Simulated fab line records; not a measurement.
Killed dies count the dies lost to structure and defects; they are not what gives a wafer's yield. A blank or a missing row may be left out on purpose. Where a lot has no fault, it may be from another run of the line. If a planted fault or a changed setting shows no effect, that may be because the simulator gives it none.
A struck lot beside a sound one | flow rit cmos | 18 out of 202 route steps
Sound: these wafers, L944.1, L944.5, L944.6. Struck: wafers L942.1, L942.2, L942.3. The cause is given at the end.
For every step that has rows: the tool of each side, followed by ch and its chambers, followed by its first start. Under that, the readings that differ: sound wafers | struck wafers | difference of the means | sigmas: that difference in standard deviations of wafers without a fault.
alike: a reading whose means differ by less than 2 such deviations, as well as words and numbers matching on both sides. not compared: withheld readings; readings where some wafer has no value; bounds like >300 that might hide an equal value; numbers whose values overlap and for which the record gives no deviation.
Wherever a step has rows on one side only, a row that says differs or no value, or a row with sigmas, the two part there. Non-overlapping numbers with no deviation appear without sigmas and do not part them. Lack of a reading on every wafer of one side parts them only where that side has two or more wafers.

first, 4 steps without rows for these wafers: RIT_NRETRO_SOFTBAKE_02 (time 60 s); RIT_NRETRO_EXPOSE_03 (exposes mask M4, target cd 43900 nm); RIT_NRETRO_PEB_04; RIT_NRETRO_DEVELOP_05 (develop time 68 s).
RIT_NRETRO_OVL_MEAS_06:
  sound on overlay-01 at day 6 01:23; struck on overlay-01 at day 5 16:38
  alike: NRETRO_OVL
then, 2 steps without rows for these wafers: RIT_NRETRO_HARDBAKE_07 (time 120 s); RIT_NRETRO_IMPLANT_08.
RIT_NRETRO_STRIP_09: strips in O2, time 180 s.
  sound on plasma asher-02 ch 0,1, day 6 01:49; struck on plasma asher-02 ch 0,1, day 5 17:05
  alike: drypump motor current A, o2 flow sccm
  not compared: rf hours counter h
RIT_NRETRO_TW_MEAS_10:
  sound on film metro-03 at day 6 01:59; struck on film metro-01 at day 5 17:15
  alike: NRETRO_TW
then, 3 steps without rows for these wafers: RIT_PRETRO_HMDS_00 (prime time 60 s); RIT_PRETRO_COAT_01 (resist thk 1300 nm); RIT_PRETRO_SOFTBAKE_02 (time 60 s).
RIT_PRETRO_EXPOSE_03: exposes mask M5, target cd 43700 nm.
  sound on iline stepper-01 ch 0, day 6 02:38; struck on iline stepper-02 ch 0, day 5 17:46
  reading                        | sound                   | struck               | difference | sigmas
  model.PRETRO.overlay x nm (nm) | -0.3007 -0.3007 -0.3007 | -151.1 -151.1 -151.1 | -150.8     |
  alike: mask
then, 2 steps without rows for these wafers: RIT_PRETRO_PEB_04; RIT_PRETRO_DEVELOP_05 (develop time 68 s).
RIT_PRETRO_OVL_MEAS_06:
  sound on overlay-02 at day 6 03:04; struck on overlay-02 at day 5 18:11
  reading         | sound       | struck               | difference | sigmas
  PRETRO_OVL (nm) | 0.5 1.8 0.7 | -149.0 -149.6 -151.0 | -150.9     | -99 or more
then, 1 step without rows for these wafers: RIT_PRETRO_HARDBAKE_07 (time 120 s).
RIT_M1_PROBE_99:
  sound on prober-01 at day 7 12:40; struck on prober-01 at day 6 22:41
  reading                                    | sound                | struck               | difference | sigmas
  model.etest.retro edge nmos.off log10 a um | -10.04 -10.11 -10.02 | -9.484 -9.092 -9.124 | +0.823     |
  model.etest.retro edge pmos.off log10 a um | -9.794 -10.09 -10.14 | -9.246 -9.202 -9.374 | +0.734     |
  alike: killed at contacts, killed at front end, killed dies, killed open, killed short

WHERE THEY PART
Only at RIT_PRETRO_OVL_MEAS_06, within this record. Later steps at which nothing parts them and some readings are alike: RIT_M1_PROBE_99.

WHY: what the simulator had put in
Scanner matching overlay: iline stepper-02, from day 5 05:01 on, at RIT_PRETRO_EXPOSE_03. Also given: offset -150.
